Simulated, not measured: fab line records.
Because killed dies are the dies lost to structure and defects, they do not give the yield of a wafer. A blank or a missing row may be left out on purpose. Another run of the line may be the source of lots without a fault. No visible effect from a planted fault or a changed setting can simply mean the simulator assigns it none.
What tool caused it?    flow berkeley-cmos170    Sampling: 7 lots, 21 wafers, 3 of 331 route steps

WHAT THE GAUGES SHOWED, per wafer
UCB170_PLDD_TW_MEAS_11.
lot   measured      on             PLDD_TW
L965  day 6 14:37   film-metro-01  1003 1007 998
L967  day 7 07:25   film-metro-04  1021 1017 1014
L969  day 7 11:28   film-metro-03  1005 1003 1006
L974  day 8 09:32   film-metro-03  1018 1022 1019
L976  day 8 16:56   film-metro-03  1025 1021 1019
L982  day 9 21:55   film-metro-04  1087 1084 1087
L987  day 10 12:58  film-metro-03  1011 1017 1014

WHICH TOOL RAN EACH LOT (tool, then ch and the chambers of the sampled wafers, then the start)
lot   UCB170_NVT_STRIP_08                  UCB170_PLDD_IMPLANT_08
L965  plasma-asher-02 ch 0,1, day 5 21:32  implanter-04 ch 0, day 6 14:13
L967  plasma-asher-02 ch 0,1, day 6 16:35  implanter-01 ch 0, day 7 07:02
L969  plasma-asher-02 ch 0,1, day 6 22:43  implanter-02 ch 0, day 7 11:01
L974  plasma-asher-02 ch 0,1, day 7 15:43  implanter-02 ch 0, day 8 09:08
L976  plasma-asher-04 ch 0,1, day 7 22:39  implanter-02 ch 0, day 8 16:32
L982  plasma-asher-04 ch 0,1, day 9 03:18  implanter-04 ch 0, day 9 21:32
L987  plasma-asher-03 ch 0,1, day 9 23:08  implanter-01 ch 0, day 10 12:34
- UCB170_NVT_STRIP_08: strips in O2.
- UCB170_PLDD_IMPLANT_08

THE ANSWER, worked out from the rows above alone
Rule: usual is defined by the lots themselves. The widest of any qualifying gaps counts: lots, ordered by their means at a reading, are off when they make up no more than a third of the lots, leave a main group of 4 or more, and stand apart from it by 3 or more times the standard deviation of that group's means. The tables above print the reading to a certain number of digits; a main group whose means all agree to those digits is not used. A lot without any number at a reading at which 4 lots or more have one is off too. The other lots that the step has rows for count as sound.
Off: L982, at UCB170_PLDD_TW_MEAS_11 (PLDD_TW). The main group has a mean of 1013 with a standard deviation of 7.2.
A tool fits if, at a process step before that reading, it ran every lot that is off, and no sound lot after the first of them. The gauges at UCB170_PLDD_TW_MEAS_11 are tried like those tools. Can't be told from this: 3 tools fit, plasma-asher-04 at UCB170_NVT_STRIP_08, implanter-04 at UCB170_PLDD_IMPLANT_08, film-metro-04 at UCB170_PLDD_TW_MEAS_11.

WHAT THE SIMULATOR HAD PUT IN
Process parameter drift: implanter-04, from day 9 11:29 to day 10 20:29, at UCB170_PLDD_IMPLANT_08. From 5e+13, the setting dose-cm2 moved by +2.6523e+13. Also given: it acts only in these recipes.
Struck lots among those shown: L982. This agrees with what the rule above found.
